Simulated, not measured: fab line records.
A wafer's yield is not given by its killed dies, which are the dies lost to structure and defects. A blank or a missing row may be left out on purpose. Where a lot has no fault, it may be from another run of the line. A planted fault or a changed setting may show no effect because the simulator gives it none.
fab line records	flow berkeley-cmos170
record lots=14	wafers=42	last-day=11
route steps=331 shown ACTIVE@68 SACOX@99 NLDD@168 CONTACT@235
lots with no fault: from the same line, run without faults
start-h: the number of hours between the record's first day and the start of the first shown wafer of the lot	wait-h: how many hours have passed since the lot's step before this one	" the same as in the row above	L1.1+2: a row that stands for several wafers	- either no value or no given start	* or withheld: withheld	< > ~ a bound
route shown NAME@n: a module of which the file shows steps, and the number in the route of the first	usual: the fault-free wafers' mean and standard deviation	same: alike in all rows	chamber/n: place in a boat	sites: the reading at each site	_std_site: how widely they spread, as a standard deviation	_edge_site: mean of outer sites minus mean of inner sites	radius-mm: how far each site lies from the wafer's centre	mask NAME#n: copy n	behind: the last tool/chamber to shape the wafer	hold: what put the lot on hold/how long, in hours/how the hold closed	device: the transistor (n, p or np) that didn't switch	end of line: tests of these same wafers at the route's end	where a step has no rows: the recipe by itself	killed: count of dies lost to structure and defects at first sort (not the wafer's yield)	map: a wafer's dies, marking killed ones x, the rest . and places with no die _
set.NAME: the setting as run; set.NAME@STEP: as run at that earlier step	model.NAME: the simulator's own value behind a step, which no gauge read
route steps across a sampled set of lots; one table per step, one row per wafer
services: when a tool's chamber went out of use (start-h, in hours from the record's first day, below 0 if earlier), for how many hours, and the reason
## steps
# step UCB170_ACTIVE_COAT_08
# recipe resist=KrF	spin-rpm=1500	resist-thk-nm=900
# usual exhaust-pa=45.1/1	spin-speed-rpm=1500.0/0.87
lot.wafer	tool	chamber	start-h	wait-h	exhaust-pa	spin-speed-rpm
L833.1	litho-track-03	0	81.08	0.1	42.7	1499.8
L833.3	"	0	"	"	43.3	1501.3
L833.5	"	0	"	"	42.4	1499.6
L835.3	litho-track-02	0	90.53	0.1	45.6	1498.5
L835.4	"	0	"	"	44.6	1497.7
L835.6	"	0	"	"	45.4	1499.0
L834.2	litho-track-03	0	90.62	0.1	44.3	1498.6
L834.5	"	0	"	"	45.1	1499.1
L834.6	"	0	"	"	47.4	1498.6
L839.1	litho-track-01	0	117.74	0.1	46.2	1500.2
L839.5	"	0	"	"	44.4	1498.9
L839.6	"	0	"	"	44.2	1499.7
L840.3	litho-track-01	0	126.36	0.1	44.6	1500.8
L840.4	"	0	"	"	44.9	1500.3
L840.6	"	0	"	"	45.5	1499.5
L841.2	litho-track-03	0	133.08	0.1	44.6	1499.9
L841.3	"	0	"	"	44.9	1500.1
L841.4	"	0	"	"	43.9	1499.6
L843.1	litho-track-02	0	142.95	0.1	43.5	1498.9
L843.2	"	0	"	"	44.0	1499.6
L843.6	"	0	"	"	43.7	1500.8
L842.2	litho-track-01	0	142.98	0.1	45.2	1501.2
L842.3	"	0	"	"	45.7	1499.1
L842.6	"	0	"	"	45.4	1498.8
L846.1	litho-track-01	0	161.22	0.1	45.8	1498.9
L846.4	"	0	"	"	46.0	1499.0
L846.5	"	0	"	"	47.4	1500.3
L845.2	litho-track-02	0	161.48	0.1	46.3	1498.9
L845.5	"	0	"	"	46.9	1500.1
L845.6	"	0	"	"	46.3	1501.4
L847.2	litho-track-03	0	161.54	0.1	45.0	1501.3
L847.5	"	0	"	"	45.3	1500.5
L847.6	"	0	"	"	45.2	1500.9
L849.2	litho-track-03	0	180.83	0.1	45.1	1658.6
L849.4	"	0	"	"	44.5	1657.8
L849.6	"	0	"	"	46.1	1658.1
L853.1	litho-track-03	0	188.91	0.1	45.1	1658.2
L853.2	"	0	"	"	46.6	1657.9
L853.6	"	0	"	"	46.6	1658.3
L854.1	litho-track-02	0	188.91	0.1	44.4	1497.8
L854.3	"	0	"	"	44.9	1499.7
L854.4	"	0	"	"	45.4	1500.1
# step UCB170_ACTIVE_STRIP_16
# recipe chemistry=O2	power-w=400	pressure-mtorr=3500	platen-temp-c=withheld	o2-flow-sccm=400	overash-fraction=0.5
# usual drypump-motor-current-A=5.6/0.47	oes-product-au=0.721/0.0044	strip-time-to-endpoint-s=18.15/0.082
lot.wafer	tool	chamber	start-h	wait-h	drypump-motor-current-A	oes-product-au	rf-hours-counter-h	strip-time-to-endpoint-s
L833.1	plasma-asher-01	1	82.74	0.1	6.3	0.720	31	18.11
L833.3	"	0	"	"	4.9	0.723	-	18.22
L833.5	"	0	"	"	4.9	0.725	-	18.23
L835.3	plasma-asher-04	1	92.03	0.1	5.3	0.733	-	18.28
L835.4	"	0	"	"	5.7	0.718	-	18.14
L835.6	"	1	"	"	5.3	0.719	-	18.24
L834.2	plasma-asher-02	1	92.15	0.1	5.8	0.726	39	18.28
L834.5	"	1	"	"	5.8	0.719	-	18.16
L834.6	"	0	"	"	5.2	0.723	-	18.14
L839.1	plasma-asher-04	1	118.70	0.1	5.4	0.717	39	18.07
L839.5	"	0	"	"	5.7	0.724	-	18.05
L839.6	"	1	"	"	5.4	0.715	-	17.95
L840.3	plasma-asher-01	1	127.29	0.1	6.3	0.728	-	18.10
L840.4	"	0	"	"	5.0	0.718	-	18.16
L840.6	"	0	"	"	5.0	0.726	-	18.12
L841.2	plasma-asher-04	1	134.01	0.1	5.4	0.722	40	18.06
L841.3	"	0	"	"	5.7	0.713	-	18.11
L841.4	"	1	"	"	5.4	0.716	-	18.03
L842.2	plasma-asher-01	1	144.03	0.1	6.3	0.722	34	18.17
L842.3	"	0	"	"	5.0	0.723	-	18.08
L842.6	"	0	"	"	5.0	0.717	-	18.05
L843.1	plasma-asher-02	1	144.14	0.1	5.8	0.717	2	18.24
L843.2	"	0	"	"	5.2	0.718	2	18.30
L843.6	"	0	"	"	5.2	0.717	-	18.28
L846.1	plasma-asher-01	0	162.29	0.1	4.9	0.728	36	18.09
L846.4	"	0	"	"	5.0	0.730	-	18.05
L846.5	"	0	"	"	5.0	0.720	-	18.10
L845.2	plasma-asher-02	1	162.57	0.1	5.8	0.712	4	18.19
L845.5	"	1	"	"	5.8	0.716	-	18.35
L845.6	"	0	"	"	5.2	0.727	-	18.28
L847.2	plasma-asher-01	1	162.69	0.1	6.3	0.720	36	18.10
L847.5	"	1	"	"	6.3	0.728	-	18.15
L847.6	"	0	"	"	4.9	0.719	-	18.15
L849.2	plasma-asher-01	0	181.95	0.1	5.0	0.718	38	17.12
L849.4	"	0	"	"	5.0	0.720	-	17.15
L849.6	"	1	"	"	6.4	0.722	-	17.11
L853.1	plasma-asher-01	0	190.19	0.1	5.0	0.718	39	17.12
L853.2	"	1	"	"	6.3	0.721	39	17.16
L853.6	"	0	"	"	5.0	0.714	-	17.15
L854.1	plasma-asher-04	0	190.79	0.1	5.7	0.716	47	18.04
L854.3	"	1	"	"	5.3	0.713	-	18.21
L854.4	"	0	"	"	5.7	0.721	-	18.21
# step UCB170_SACOX_THK_MEAS_02
# recipe reads=SiO2_of_SACOX_OXIDATION_01
# usual SACOX_OXIDE_THK=14.36/0.25
lot.wafer	tool	chamber	start-h	wait-h	SACOX_OXIDE_THK[nm]
L833.1	film-metro-02	-	100.50	0.0	14.43
L833.3	"	-	"	"	14.53
L833.5	"	-	"	"	14.58
L834.2	film-metro-01	-	114.79	0.0	14.50
L834.5	"	-	"	"	14.66
L834.6	"	-	"	"	14.20
L835.3	film-metro-01	-	114.86	0.1	14.06
L835.4	"	-	"	"	14.49
L835.6	"	-	"	"	14.15
L839.1	film-metro-01	-	139.75	0.0	14.56
L839.5	"	-	"	"	14.41
L839.6	"	-	"	"	14.47
L840.3	film-metro-01	-	150.98	0.0	13.91
L840.4	"	-	"	"	14.30
L840.6	"	-	"	"	14.25
L841.2	film-metro-01	-	158.41	0.0	14.25
L841.3	"	-	"	"	14.09
L841.4	"	-	"	"	14.09
L843.1	film-metro-03	-	166.65	0.0	13.91
L843.2	"	-	"	"	14.10
L843.6	"	-	"	"	13.99
L842.2	film-metro-01	-	166.66	0.0	13.96
L842.3	"	-	"	"	14.19
L842.6	"	-	"	"	14.03
L846.1	film-metro-03	-	182.03	0.0	14.27
L846.4	"	-	"	"	14.68
L846.5	"	-	"	"	14.18
L845.2	film-metro-02	-	182.04	0.0	14.36
L845.5	"	-	"	"	14.31
L845.6	"	-	"	"	14.45
L847.2	film-metro-01	-	182.04	0.0	14.41
L847.5	"	-	"	"	14.27
L847.6	"	-	"	"	14.48
L849.2	film-metro-03	-	200.19	0.0	15.20
L849.4	"	-	"	"	14.95
L849.6	"	-	"	"	15.07
L853.1	film-metro-01	-	208.70	0.0	14.41
L853.2	"	-	"	"	14.35
L853.6	"	-	"	"	14.38
L854.1	film-metro-03	-	208.70	0.0	14.32
L854.3	"	-	"	"	13.91
L854.4	"	-	"	"	13.99
# step UCB170_NLDD_STRIP_10
# recipe chemistry=O2	power-w=400	pressure-mtorr=3500	platen-temp-c=withheld	o2-flow-sccm=400	overash-fraction=0.5
# usual drypump-motor-current-A=5.7/0.51	oes-product-au=0.734/0.0045	strip-time-to-endpoint-s=21.61/0.065
lot.wafer	tool	chamber	start-h	wait-h	drypump-motor-current-A	oes-product-au	rf-hours-counter-h	strip-time-to-endpoint-s
L833.1	plasma-asher-02	1	138.50	0.1	5.8	0.727	2	21.76
L833.3	"	0	"	"	5.2	0.736	-	21.69
L833.5	"	0	"	"	5.2	0.738	-	21.81
L834.2	plasma-asher-02	0	141.08	0.1	5.2	0.735	2	21.63
L834.5	"	0	"	"	5.2	0.729	-	21.58
L834.6	"	1	"	"	5.8	0.727	-	21.64
L835.3	plasma-asher-03	1	141.56	0.1	5.8	0.733	-	21.63
L835.4	"	0	"	"	6.2	0.736	-	21.56
L835.6	"	1	"	"	5.8	0.733	-	21.53
L839.1	plasma-asher-03	1	175.30	0.1	5.8	0.738	50	21.54
L839.5	"	1	"	"	5.8	0.739	-	21.62
L839.6	"	0	"	"	6.2	0.730	-	21.52
L840.3	plasma-asher-02	1	182.99	0.1	5.8	0.734	-	21.67
L840.4	"	0	"	"	5.2	0.731	-	21.68
L840.6	"	1	"	"	5.8	0.741	-	21.72
L841.2	plasma-asher-02	0	188.68	0.1	5.2	0.731	7	21.62
L841.3	"	0	"	"	5.2	0.729	-	21.65
L841.4	"	1	"	"	5.8	0.729	-	21.56
L842.2	plasma-asher-01	1	194.34	0.1	6.3	0.734	40	21.59
L842.3	"	1	"	"	6.3	0.732	-	21.53
L842.6	"	0	"	"	5.0	0.730	-	21.54
L843.1	plasma-asher-01	0	194.64	0.1	5.0	0.731	40	21.57
L843.2	"	1	"	"	6.3	0.736	40	21.63
L843.6	"	0	"	"	5.0	0.736	-	21.61
L847.2	plasma-asher-01	1	209.37	0.1	6.4	0.733	41	21.68
L847.5	"	1	"	"	6.3	0.735	-	21.62
L847.6	"	0	"	"	5.0	0.732	-	21.65
L846.1	plasma-asher-01	1	210.34	0.1	6.4	0.728	41	21.53
L846.4	"	0	"	"	5.0	0.740	-	21.59
L846.5	"	0	"	"	4.9	0.740	-	21.53
L845.2	plasma-asher-02	0	210.46	0.1	5.2	0.733	9	21.60
L845.5	"	1	"	"	5.8	0.734	-	21.62
L845.6	"	0	"	"	5.2	0.731	-	21.50
L849.2	plasma-asher-02	1	227.26	0.1	5.8	0.733	11	21.62
L849.4	"	0	"	"	5.2	0.731	-	21.57
L849.6	"	1	"	"	5.8	0.736	-	21.61
L854.1	plasma-asher-01	1	232.26	0.1	6.3	0.741	44	21.58
L854.3	"	0	"	"	5.0	0.731	-	21.60
L854.4	"	1	"	"	6.3	0.734	-	21.62
L853.1	plasma-asher-02	0	232.81	0.1	5.2	0.733	12	21.53
L853.2	"	1	"	"	5.8	0.735	12	21.60
L853.6	"	1	"	"	5.8	0.729	-	21.57
# step UCB170_CONTACT_STRIP_19
# recipe chemistry=O2	power-w=400	pressure-mtorr=3500	platen-temp-c=withheld	o2-flow-sccm=400	overash-fraction=0.5
# usual drypump-motor-current-A=5.7/0.48	oes-product-au=0.725/0.0049
lot.wafer	tool	chamber	start-h	wait-h	drypump-motor-current-A	oes-product-au	rf-hours-counter-h
L833.1	plasma-asher-03	1	158.08	-	5.9	0.732	48
L833.3	"	0	"	"	6.2	0.720	-
L833.5	"	1	"	"	5.8	0.731	-
L834.2	plasma-asher-02	0	158.26	-	5.2	0.733	3
L834.5	"	0	"	"	5.2	0.721	-
L834.6	"	1	"	"	5.8	0.723	-
L835.3	plasma-asher-01	0	158.63	-	5.0	0.738	-
L835.4	"	1	"	"	6.3	0.728	-
L835.6	"	0	"	"	5.0	0.721	-
L839.1	plasma-asher-01	0	193.03	-	4.9	0.724	39
L839.5	"	0	"	"	4.9	0.724	-
L839.6	"	1	"	"	6.4	0.731	-
L840.3	plasma-asher-01	1	198.19	-	6.4	0.728	-
L840.4	"	0	"	"	5.0	0.729	-
L840.6	"	0	"	"	5.0	0.726	-
L841.2	plasma-asher-02	0	202.01	-	5.2	0.720	8
L841.3	"	0	"	"	5.2	0.718	-
L841.4	"	1	"	"	5.8	0.720	-
L843.1	plasma-asher-01	0	210.75	-	5.0	0.726	41
L843.2	"	1	"	"	6.4	0.718	41
L843.6	"	1	"	"	6.4	0.724	-
L842.2	plasma-asher-03	0	211.06	-	6.2	0.715	54
L842.3	"	0	"	"	6.2	0.722	-
L842.6	"	0	"	"	6.2	0.727	-
L846.1	plasma-asher-02	0	224.23	-	5.2	0.727	11
L846.4	"	1	"	"	5.8	0.720	-
L846.5	"	1	"	"	5.8	0.731	-
L847.2	plasma-asher-03	1	224.58	-	5.9	0.735	56
L847.5	"	0	"	"	6.2	0.719	-
L847.6	"	1	"	"	5.8	0.721	-
L845.2	plasma-asher-03	0	225.23	-	6.2	0.716	56
L845.5	"	0	"	"	6.2	0.722	-
L845.6	"	1	"	"	5.8	0.731	-
L849.2	plasma-asher-02	1	242.88	-	5.8	0.722	13
L849.4	"	1	"	"	5.8	0.724	-
L849.6	"	1	"	"	5.8	0.724	-
L854.1	plasma-asher-01	0	246.59	-	5.0	0.726	46
L854.3	"	0	"	"	5.0	0.725	-
L854.4	"	1	"	"	6.3	0.713	-
L853.1	plasma-asher-01	0	248.58	-	4.9	0.734	46
L853.2	"	1	"	"	6.3	0.719	46
L853.6	"	0	"	"	5.0	0.731	-
## services
tool	chamber	start-h	hours	kind
plasma-asher-01	-	84.40	32.1	repair
plasma-asher-03	-	100.29	2.8	pm
plasma-asher-02	-	108.75	9.0	pm
plasma-asher-02	0	108.75	9.0	vent-cycle
plasma-asher-02	1	108.75	9.0	vent-cycle
plasma-asher-02	0	117.75	-	clean
plasma-asher-02	1	117.75	-	clean
plasma-asher-02	-	126.56	1.4	repair
plasma-asher-02	-	205.12	2.1	repair
plasma-asher-03	-	247.57	6.7	repair
## key
first-sign step=UCB170_ACTIVE_COAT_08	reading=spin-speed-rpm	direction=up	sigmas=99+	usual=1500.0	struck=1658.2
effect step=UCB170_ACTIVE_STRIP_16	reading=strip-time-to-endpoint-s	direction=down	sigmas=12	usual=*	struck=*
met-at UCB170_ACTIVE_COAT_08
struck-lots L849,L853
tester-left-out L849,L853
not-acting-at UCB170_SACOX_THK_MEAS_02,UCB170_NLDD_STRIP_10,UCB170_CONTACT_STRIP_19
onset-between 161.54 180.83
fault kind=process-parameter-drift	tool=litho-track-03	chamber=-	onset-h=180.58	steps=UCB170_ACTIVE_COAT_08	channel=spin-rpm	offset=158.37	shape=step	end-h=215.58	acts-in=these-recipes-only	stated=1500
# tester-left-out: of these lots the tester's yield and bins aren't shown, on N5 and GAA mostly nor the transistor test; their killed dies are dies lost to structure and defects alone, not to doping, threshold or leakage, so they don't give the yield
